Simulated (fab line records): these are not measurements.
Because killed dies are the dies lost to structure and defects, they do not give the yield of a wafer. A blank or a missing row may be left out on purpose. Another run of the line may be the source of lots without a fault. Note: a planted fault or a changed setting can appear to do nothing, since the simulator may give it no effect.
Which of the tools did it? + flow berkeley cmos170 + 42 wafers from 14 lots sampled at 6 of the route's 331 steps

== WHAT THE GAUGES SHOWED, per wafer ==
UCB170_V1_CD_MEAS_90: target cd 700 nm.
| lot  | measured     | on        | cd nm (nm)        |
|------|--------------|-----------|-------------------|
| L411 | day 8 14:44  | cd sem-02 | 699.7 699.6 700.6 |
| L413 | day 9 09:32  | cd sem-02 | 698.4 698.8 699.0 |
| L412 | day 9 09:47  | cd sem-02 | 701.5 699.8 700.7 |
| L418 | day 10 02:26 | cd sem-01 | 702.3 704.4 702.4 |
| L419 | day 10 10:14 | cd sem-02 | 700.8 700.9 700.3 |
| L420 | day 10 11:02 | cd sem-01 | 700.0 699.0 700.8 |
| L422 | day 11 01:43 | cd sem-02 | 700.8 700.8 700.7 |
| L425 | day 11 09:05 | cd sem-02 | 698.7 698.3 698.9 |
| L424 | day 11 10:52 | cd sem-02 | 701.1 702.3 700.2 |
| L429 | day 16 05:40 | cd sem-02 | 701.3 700.5 700.3 |
| L433 | day 16 06:29 | cd sem-02 | 699.7 699.8 699.7 |
| L431 | day 16 06:56 | cd sem-02 | 700.8 700.2 700.6 |
| L432 | day 16 07:25 | cd sem-02 | 700.1 699.6 700.8 |
| L434 | day 16 08:01 | cd sem-02 | 699.3 698.7 699.8 |

UCB170_V2_OVL_MEAS_13.
| lot  | measured     | on         | V2_OVL (nm) |
|------|--------------|------------|-------------|
| L411 | day 8 20:51  | overlay-02 | -10 -8 -2   |
| L413 | day 9 15:17  | overlay-01 | -6 -2 -8    |
| L412 | day 9 15:41  | overlay-01 | 2 -1 0      |
| L418 | day 10 08:43 | overlay-02 | 2 -2 -4     |
| L419 | day 10 16:18 | overlay-01 | 3 -1 5      |
| L420 | day 10 17:00 | overlay-01 | -3 7 3      |
| L422 | day 11 06:53 | overlay-01 | -1 6 0      |
| L425 | day 11 15:27 | overlay-01 | -4 -1 -1    |
| L424 | day 11 18:18 | overlay-02 | -9 -7 -7    |
| L429 | day 16 14:34 | overlay-02 | -4 5 -1     |
| L433 | day 16 19:11 | overlay-01 | -6 -1 -4    |
| L431 | day 16 19:10 | overlay-02 | -16 -11 -14 |
| L432 | day 16 22:41 | overlay-01 | 10 -1 -9    |
| L434 | day 16 23:31 | overlay-02 | 0 6 9       |

UCB170_M3_RS_MEAS_02: a four-point-probe measurement.
| lot  | measured     | on            | M3_AL_RS (ohm/sq)    |
|------|--------------|---------------|----------------------|
| L411 | day 8 21:26  | film metro-04 | 0.0319 0.0318 0.0321 |
| L413 | day 9 15:52  | film metro-04 | 0.0321 0.0322 0.0322 |
| L412 | day 9 16:16  | film metro-01 | 0.0324 0.0319 0.0322 |
| L418 | day 10 09:19 | film metro-02 | 0.0327 0.0324 0.0324 |
| L419 | day 10 16:55 | film metro-02 | 0.0323 0.0321 0.0321 |
| L420 | day 10 17:36 | film metro-02 | 0.0324 0.0324 0.0323 |
| L422 | day 11 07:30 | film metro-04 | 0.0326 0.0323 0.0319 |
| L425 | day 11 16:03 | film metro-01 | 0.0779 0.0323 0.0760 |
| L424 | day 11 18:54 | film metro-04 | 0.0325 0.0325 0.0754 |
| L429 | day 16 15:09 | film metro-02 | 0.0320 0.0323 0.0316 |
| L433 | day 16 19:47 | film metro-01 | 0.0317 0.0318 0.0319 |
| L431 | day 16 19:45 | film metro-04 | 0.0323 0.0320 0.0321 |
| L432 | day 16 23:16 | film metro-02 | 0.0327 0.0325 0.0325 |
| L434 | day 17 00:06 | film metro-04 | 0.0327 0.0328 0.0329 |

UCB170_M3_THK_MEAS_03: measures by xrf.
| lot  | measured     | on            | M3_AL_THK (nm) |
|------|--------------|---------------|----------------|
| L411 | day 8 21:34  | film metro-04 | 909 913 901    |
| L413 | day 9 15:59  | film metro-04 | 897 900 897    |
| L412 | day 9 16:23  | film metro-01 | 887 895 894    |
| L418 | day 10 09:25 | film metro-02 | 882 893 890    |
| L419 | day 10 17:01 | film metro-02 | 895 901 897    |
| L420 | day 10 17:43 | film metro-02 | 890 887 891    |
| L422 | day 11 07:36 | film metro-04 | 885 891 898    |
| L425 | day 11 16:10 | film metro-01 | 375 888 383    |
| L424 | day 11 19:01 | film metro-04 | 881 891 388    |
| L429 | day 16 15:16 | film metro-02 | 900 891 907    |
| L433 | day 16 19:53 | film metro-01 | 911 903 902    |
| L431 | day 16 19:52 | film metro-04 | 890 902 902    |
| L432 | day 16 23:23 | film metro-02 | 885 889 890    |
| L434 | day 17 00:13 | film metro-04 | 885 884 878    |

== WHAT TOOL EACH LOT RAN ON (gives the tool, then ch and the chambers of the sampled wafers, and finally the start) ==
| lot  | UCB170_V2_CVD_00                | UCB170_M3_SPUTTER_01         |
|------|---------------------------------|------------------------------|
| L411 | pecvd-01 ch 0,1, day 8 18:04    | pvd sputter-01, day 8 21:21  |
| L413 | pecvd-02 ch 0,1,2, day 9 12:55  | pvd sputter-02, day 9 15:47  |
| L412 | pecvd-03 ch 0,1,2, day 9 13:19  | pvd sputter-04, day 9 16:11  |
| L418 | pecvd-03 ch 0,1,2, day 10 06:02 | pvd sputter-01, day 10 09:13 |
| L419 | pecvd-02 ch 0,1,2, day 10 13:56 | pvd sputter-02, day 10 16:47 |
| L420 | pecvd-03 ch 0,1,2, day 10 14:40 | pvd sputter-04, day 10 17:30 |
| L422 | pecvd-01 ch 0,1,2, day 11 04:50 | pvd sputter-02, day 11 07:22 |
| L425 | pecvd-01 ch 0,1,2, day 11 13:18 | pvd sputter-04, day 11 15:56 |
| L424 | pecvd-01 ch 0,1, day 11 15:17   | pvd sputter-04, day 11 18:49 |
| L429 | pecvd-02 ch 0,1, day 16 11:44   | pvd sputter-02, day 16 15:04 |
| L433 | pecvd-01 ch 0,2, day 16 13:20   | pvd sputter-01, day 16 19:40 |
| L431 | pecvd-02 ch 0,2, day 16 13:59   | pvd sputter-02, day 16 19:40 |
| L432 | pecvd-03 ch 0,1,2, day 16 15:51 | pvd sputter-04, day 16 23:11 |
| L434 | pecvd-02 ch 1,2, day 16 16:35   | pvd sputter-02, day 17 00:01 |
- UCB170_V2_CVD_00: deposits SiO2 from TEOS/O2, target thk 2000 nm, time 250 s.
- UCB170_M3_SPUTTER_01: material Al, target thk 900 nm, time 120 s.

== WHAT THE TOOLS THEMSELVES READ (means of the sampled wafers that have a number; where no wafer has one, the mark that the record gives instead) ==
UCB170_V2_CVD_00.
| lot  | tool     | heater power w (W) | pressure mtorr (mTorr) |
|------|----------|--------------------|------------------------|
| L411 | pecvd-01 | 263                | 8997                   |
| L413 | pecvd-02 | 276                | 9002                   |
| L412 | pecvd-03 | 192                | 8998                   |
| L418 | pecvd-03 | 168                | 8988                   |
| L419 | pecvd-02 | 267                | 8992                   |
| L420 | pecvd-03 | 182                | 9001                   |
| L422 | pecvd-01 | 228                | 8998                   |
| L425 | pecvd-01 | 263                | 8999                   |
| L424 | pecvd-01 | 223                | 9000                   |
| L429 | pecvd-02 | 251                | 9000                   |
| L433 | pecvd-01 | 267                | 9005                   |
| L431 | pecvd-02 | 288                | 9000                   |
| L432 | pecvd-03 | 204                | 8985                   |
| L434 | pecvd-02 | 244                | 9008                   |

UCB170_M3_SPUTTER_01.
| lot  | tool           | cathode dc power W (W) | chamber pressure pa (Pa) | throttle valve pct (%) |
|------|----------------|------------------------|--------------------------|------------------------|
| L411 | pvd sputter-01 | 5998.9                 | 0.4998                   | 30.2                   |
| L413 | pvd sputter-02 | 6000.4                 | 0.4999                   | 30.0                   |
| L412 | pvd sputter-04 | 6000.6                 | 0.4998                   | 30.9                   |
| L418 | pvd sputter-01 | 5999.9                 | 0.4993                   | 30.5                   |
| L419 | pvd sputter-02 | 5999.6                 | 0.4999                   | 29.2                   |
| L420 | pvd sputter-04 | 6000.1                 | 0.4999                   | 31.2                   |
| L422 | pvd sputter-02 | 6000.3                 | 0.5001                   | 29.4                   |
| L425 | pvd sputter-04 | 6000.8                 | 0.5007                   | 31.5                   |
| L424 | pvd sputter-04 | 5999.8                 | 0.5007                   | 30.9                   |
| L429 | pvd sputter-02 | 6000.0                 | 0.5000                   | 30.5                   |
| L433 | pvd sputter-01 | 5998.9                 | 0.4999                   | 30.2                   |
| L431 | pvd sputter-02 | 6000.0                 | 0.5009                   | 30.0                   |
| L432 | pvd sputter-04 | 5999.4                 | 0.5004                   | 31.5                   |
| L434 | pvd sputter-02 | 6001.3                 | 0.4992                   | 30.2                   |

== THE ANSWER, worked out from the rows above alone ==
Rule: the usual values come from the lots themselves. The widest of any qualifying gaps counts: lots, ordered by their means at a reading, are off when they make up no more than a third of the lots, leave a main group of 4 or more, and stand apart from it by 3 or more times the standard deviation of that group's means. Not used: any main group whose means are identical at the precision the tables above print for the reading. Also off: a lot with no number at a reading for which 4 or more lots have one. Where the step has rows for the other lots, those lots are counted as sound. After the gauges, taken in route order, come the tools' own readings; for these a lot's mean is taken, as printed above. The first step at which some lot is off is used, and at that step the reading that is off furthest; a lot without a number counts as furthest.
Off: L425, L424, at UCB170_M3_RS_MEAS_02 (M3_AL_RS). The main group has a mean of 0.0322 ohm/sq with a standard deviation of 0.00027.
If a tool, at a process step before that reading, ran all the lots that are off and no sound lot after the first of them, it fits. The gauges at UCB170_M3_RS_MEAS_02 are tried like those tools. No candidate that was tried fits.

== WHAT THE SIMULATOR PUT IN ==
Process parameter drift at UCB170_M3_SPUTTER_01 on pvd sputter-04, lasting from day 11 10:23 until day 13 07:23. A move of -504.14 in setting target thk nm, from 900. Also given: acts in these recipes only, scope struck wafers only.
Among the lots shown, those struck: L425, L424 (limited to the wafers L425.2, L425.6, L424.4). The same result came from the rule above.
